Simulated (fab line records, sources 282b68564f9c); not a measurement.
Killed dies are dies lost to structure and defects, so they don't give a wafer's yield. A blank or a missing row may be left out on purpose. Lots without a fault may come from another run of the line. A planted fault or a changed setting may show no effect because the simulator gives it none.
Problem report in the 8D (eight disciplines) form, filled by code | flow rit_cmos | the parts of the form that need people (team, actions taken, sign-off) are left out

1. THE PROBLEM
oes_product_au at RIT_SPACER_ETCHBACK_05 reads a mean of 0.755 a.u. on 6 wafers of 2 lots; wafers without a fault read 0.840 a.u. with a standard deviation of 0.015. That is -5.7 standard deviations from the usual mean.
The step: etches Si3N4 in SF6/CHF3, stops on SiO2, target depth 250 nm, time 240 s.
First seen on wafer L728.1, day 6 03:14, on rie_diel-02. The record holds 42 wafers of 14 lots with a number at this step. Rule for "out", or "out of limits": more than 4 standard deviations from the usual mean. The other wafers with a number count as sound.

2. WHAT IT IS AND WHAT IT IS NOT
question                    | is                     | is not
which readings at this step | oes_product_au         | CHF3_flow_sccm, drypump_motor_current_A, throttle_valve_pct
which lots                  | L728, L731             | L713, L714, L715, L716, L717, L718, L719, L720, L721, L722, L733, L734
which wafers of those lots  | all that have a number | -
read on which tools         | rie_diel-02            | rie_diel-01, rie_diel-04
when                        | from day 6 03:14       | up to then (30 sound wafers); but 6 sound wafers of L733, L734 came after

3. SUSPECTS, AND WHAT RULES EACH OUT
Counting: a tool at a process step up to the reading stays a suspect if it ran every lot that is out and no sound lot after the first of them.
- rie_diel-02 at RIT_SPACER_ETCHBACK_05 (etches Si3N4 in SF6/CHF3, stops on SiO2, target depth 250 nm, time 240 s): kept. It ran every lot that is out, first L728 (day 6 03:14), and no sound lot after that; its last sound lot up to then is L721 (day 4 16:01). Its own readings are out on those wafers: oes_product_au.
Left after counting: rie_diel-02 at RIT_SPACER_ETCHBACK_05.

4. THE CAUSE (what the simulator had put in)
Process parameter drift: rie_diel-02, from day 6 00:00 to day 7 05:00, at RIT_SPACER_ETCHBACK_05. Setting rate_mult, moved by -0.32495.
Counting left only this tool.

5. THE CHAIN OF EFFECTS, in route order
Each row: a reading whose mean over the struck wafers that have a number lies more than 3 standard deviations from the usual. Only readings for which the record gives a usual standard deviation are gone through. hours: the time from each lot's start at the first step in this table that gives one to its start at this step, as a median over the lots. sigmas: the change in usual standard deviations.
hours | step                   | reading        | usual      | on struck wafers | change | sigmas
0     | RIT_SPACER_ETCHBACK_05 | oes_product_au | 0.840 a.u. | 0.755            | -0.085 | -5.7
The process steps in it:
- RIT_SPACER_ETCHBACK_05: etches Si3N4 in SF6/CHF3, stops on SiO2, target depth 250 nm, time 240 s.

6. WHAT WOULD HAVE CAUGHT IT SOONER
In this record the first reading out of limits was taken at day 6 03:14, 3 hours after the fault began at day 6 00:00.
